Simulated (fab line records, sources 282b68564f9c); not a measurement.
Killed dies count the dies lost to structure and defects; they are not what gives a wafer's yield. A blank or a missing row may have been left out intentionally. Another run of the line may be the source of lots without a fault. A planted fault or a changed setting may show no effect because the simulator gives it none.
Struck lot and sound lot, side by side    flow rit_cmos    37 steps out of a route of 202
Sound: the wafers L963.3, L963.4, L963.6. Wafers L959.3, L959.4, L959.5 were the ones struck. The cause is named last.
At each step with rows: each side's tool, then ch and its chambers, then its first start. Under that, the readings that differ: sound wafers    struck wafers    difference of the means    sigmas: that difference in standard deviations of wafers without a fault.
alike: same words and numbers on both sides, and readings whose means sit less than 2 such deviations apart. not compared: any withheld reading, any reading some wafer has no value for, any bound like >300 that may hide the same value, and any number with overlapping values for which the record gives no deviation.
A row with sigmas, a row that says differs or no value, or rows on one side alone: a step with any of these is where the two part. Numbers that don't overlap but have no deviation are shown without sigmas and don't part them. Lack of a reading on every wafer of one side parts them only where that side has two or more wafers.

first, 9 steps without rows for these wafers: RIT_ACTIVE_DEVELOP_10 (develop time 50 s); RIT_ACTIVE_HARDBAKE_12 (time 60 s); RIT_ACTIVE_ETCH_13 (etches Si3N4 in SF6, stops on SiO2, time 210 s, target depth 210 nm); RIT_ACTIVE_STRIP_14 (strips in O2, time 180 s); RIT_ACTIVE_CLEAN_15 (cleans in SC1, time 600 s); RIT_ACTIVE_CLEAN_16 (cleans in dHF, time 30 s); RIT_ACTIVE_CLEAN_17 (cleans in SC2, time 600 s); RIT_FOX1_OXIDATION_00 (target thk 350.7 nm, ox time 1130 s); RIT_FOX1_WET_ETCH_02 (etches SiO2 in BOE, target depth 350 nm, time 390 s).
RIT_FOX2_OXIDATION_00: target thk 350.7 nm, ox time 1130 s.
  sound on furnace-01 ch 0, day 5 03:10; struck on furnace-04 ch 0, day 4 07:23
reading                                      sound                 struck                difference  sigmas
spike_tc_centre_C (C)                        1100.8 1102.6 1103.7  1061.7 1061.6 1061.2  -40.9       -31
spike_tc_load_C (C)                          1131.4 1128.7 1129.5  1083.5 1083.4 1084.2  -46.2       -16
spike_tc_source_C (C)                        1125.9 1127.3 1128.7  1083.5 1086.9 1085.3  -42.1       -38
tube_center_temp_C (C)                       1100.1 1099.8 1100.1  1059.9 1059.9 1060.1  -40.0       -99 or more
tube_center_temp_C_max                       1102.4 1102.1 1102.4  1063.0 1063.5 1063.7  -38.9       -85
model.SiO2_of_FOX2_OXIDATION_00.thk_nm (nm)  347.3 353.6 348.1     278.1 279 273.4       -72.8       
RIT_FOX2_THK_MEAS_01:
  sound: film_metro-02 at day 5 04:29; struck: film_metro-01 at day 4 08:43
reading              sound        struck       difference  sigmas
FOX2_OXIDE_THK (nm)  347 353 348  278 279 273  -73         -12
then, 2 steps without rows for these wafers: RIT_FOX2_CLEAN_02 (cleans in dHF, time 180 s); RIT_FOX2_WET_ETCH_03 (etches Si3N4 in H3PO4, target depth 195 nm, time 2700 s).
RIT_FOX2_THK_MEAS_90:
  sound: film_metro-01 at day 5 05:22; struck: film_metro-01 at day 4 09:36
reading                      sound        struck       difference  sigmas
FIELD_OXIDE_LEFT_1_THK (nm)  320 326 321  251 252 246  -73         -12
then, 19 steps without rows for these wafers: RIT_NWELL_HMDS_00 (prime time 60 s); RIT_NWELL_COAT_01 (resist thk 1300 nm); RIT_NWELL_SOFTBAKE_02 (time 60 s); RIT_NWELL_EXPOSE_03 (exposes mask M2, target cd 43900 nm); RIT_NWELL_PEB_04; RIT_NWELL_DEVELOP_05 (develop time 68 s); RIT_NWELL_HARDBAKE_07 (time 120 s); RIT_NWELL_IMPLANT_08; RIT_NWELL_STRIP_09 (strips in O2, time 180 s); RIT_PWELL_HMDS_00 (prime time 60 s); RIT_PWELL_COAT_01 (resist thk 1300 nm); RIT_PWELL_SOFTBAKE_02 (time 60 s); RIT_PWELL_EXPOSE_03 (exposes mask M3, target cd 43700 nm); RIT_PWELL_PEB_04; RIT_PWELL_DEVELOP_05 (develop time 68 s); RIT_PWELL_HARDBAKE_07 (time 120 s); RIT_PWELL_IMPLANT_08; RIT_PWELL_STRIP_09 (strips in O2, time 180 s); RIT_WELLDRIVE_ANNEAL_00 (time 14700 s).
RIT_FOX2_THK_MEAS_91:
  sound: film_metro-02 at day 5 18:21; struck: film_metro-01 at day 4 23:30
reading                      sound        struck       difference  sigmas
FIELD_OXIDE_LEFT_2_THK (nm)  252 259 253  184 184 179  -72         -12
RIT_GATE_ETCH_19: etches poly-Si in SF6/CHF3/O2, stops on SiO2, time 165 s, target depth 312.5 nm.
  sound on rie_si-01 ch 1,2,3, day 5 22:37; struck on rie_si-01 ch 0,1, day 5 06:17
reading                sound              struck           difference  sigmas
model.GATE.cd_nm (nm)  148.8 148.4 146.6  155 155.7 153.9  +7          
  alike: chamber_pressure_mTorr, drypump_motor_current_A, oes_product_au, rf_fwd_power_W, throttle_valve_pct
  not compared: rf_hours_counter_h
RIT_SILICIDE_WET_ETCH_00: etches SiO2 in BOE, target depth 14 nm, time 15 s.
  sound on wet_bench-02 ch 1, day 6 11:57; struck on wet_bench-01 ch 1, day 5 19:20
reading                                      sound            struck          difference  sigmas
model.SiO2_of_FOX2_OXIDATION_00.thk_nm (nm)  147.6 154 148.3  77.85 78.32 73  -73.58      
RIT_M1_PROBE_99:
  sound: prober-02 at day 6 19:08; struck: prober-02 at day 6 02:31
reading                              sound                 struck                difference  sigmas
model.etest.nldd.width_nm (nm)       3176 3179 3193        3268 3231 3250        +67         
model.etest.pldd.width_nm (nm)       3178 3172 3177        3264 3242 3250        +76         
model.etest.nplus_sal.width_nm (nm)  3444 3437 3434        3503 3521 3499        +69         
model.etest.pplus_sal.width_nm (nm)  3448 3427 3445        3496 3504 3517        +66         
model.etest.nmos_narrow.drive_ua_um  218.6 218.2 221       248.7 246.1 248       +28.3       
model.etest.pwell.rs_ohm_sq          418.1 416.6 417.3     396.8 399.2 401.7     -18.1       
model.etest.field_n.vt_v (V)         34.22 35.05 34.32     24.99 24.93 24.46     -9.74       
model.etest.field_p_metal.vt_v (V)   -29.76 -29.89 -30.24  -37.69 -37.74 -38.18  -7.91       
  alike: killed_at_contacts, killed_at_front_end, killed_dies, killed_open, killed_short

## WHERE THEY PART
First at RIT_FOX2_OXIDATION_00; last, within this record, at RIT_FOX2_THK_MEAS_91. Later steps at which nothing parts them and some readings are alike: RIT_GATE_ETCH_19, RIT_M1_PROBE_99.

WHY: what the simulator had put in
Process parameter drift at RIT_FOX2_OXIDATION_00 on furnace-04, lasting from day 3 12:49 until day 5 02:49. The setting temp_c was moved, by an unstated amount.
